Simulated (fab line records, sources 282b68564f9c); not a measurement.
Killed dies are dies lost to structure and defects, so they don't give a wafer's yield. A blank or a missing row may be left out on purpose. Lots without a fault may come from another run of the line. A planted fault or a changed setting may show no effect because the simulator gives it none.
Which tool did it? | flow rit_cmos | 7 lots, 21 wafers sampled, at 2 steps of a route of 202

WHAT THE GAUGES READ, wafer by wafer
RIT_PRETRO_TW_MEAS_10.
lot  | measured    | on            | PRETRO_TW
L719 | day 3 04:26 | film_metro-02 | 475.2 475.8 479.0
L721 | day 3 15:35 | film_metro-02 | 474.2 478.2 477.8
L723 | day 3 23:55 | film_metro-03 | 482.7 483.7 481.7
L725 | day 4 10:13 | film_metro-02 | 475.3 474.9 480.6
L727 | day 5 01:55 | film_metro-02 | 475.1 474.7 475.5
L729 | day 5 14:01 | film_metro-04 | 496.4 495.6 491.1
L736 | day 6 23:46 | film_metro-03 | 479.5 476.8 478.3

WHICH TOOL RAN EACH LOT (tool, then ch and the chambers of the sampled wafers, then the start)
lot  | RIT_PRETRO_IMPLANT_08
L719 | implanter-01 ch 0, day 3 04:09
L721 | implanter-01 ch 0, day 3 15:17
L723 | implanter-04 ch 0, day 3 23:35
L725 | implanter-04 ch 0, day 4 09:55
L727 | implanter-02 ch 0, day 5 01:37
L729 | implanter-04 ch 0, day 5 13:41
L736 | implanter-01 ch 0, day 6 23:26
- RIT_PRETRO_IMPLANT_08

THE ANSWER, worked out from the rows above alone
Rule: what is usual is taken from the lots themselves. Put in order of their means at a reading, lots are off if they are a third of the lots or fewer, leave a main group of 4 or more, and stand apart from it by a gap of 3 or more times the standard deviation of the main group's means; of several such gaps the widest counts. A main group whose means are all the same, to the digits that the tables above print for the reading, isn't used. A lot without any number at a reading at which 4 lots or more have one is off too. The other lots that the step has rows for count as sound.
Off: L729, at RIT_PRETRO_TW_MEAS_10 (PRETRO_TW). The main group: mean 477.7, standard deviation 2.4.
A tool fits if, at a process step before that reading, it ran every lot that is off, and no sound lot after the first of them. The gauges at RIT_PRETRO_TW_MEAS_10 are tried like those tools. Can't be told from this: 2 tools fit, implanter-04 at RIT_PRETRO_IMPLANT_08, film_metro-04 at RIT_PRETRO_TW_MEAS_10.

WHAT THE SIMULATOR HAD PUT IN
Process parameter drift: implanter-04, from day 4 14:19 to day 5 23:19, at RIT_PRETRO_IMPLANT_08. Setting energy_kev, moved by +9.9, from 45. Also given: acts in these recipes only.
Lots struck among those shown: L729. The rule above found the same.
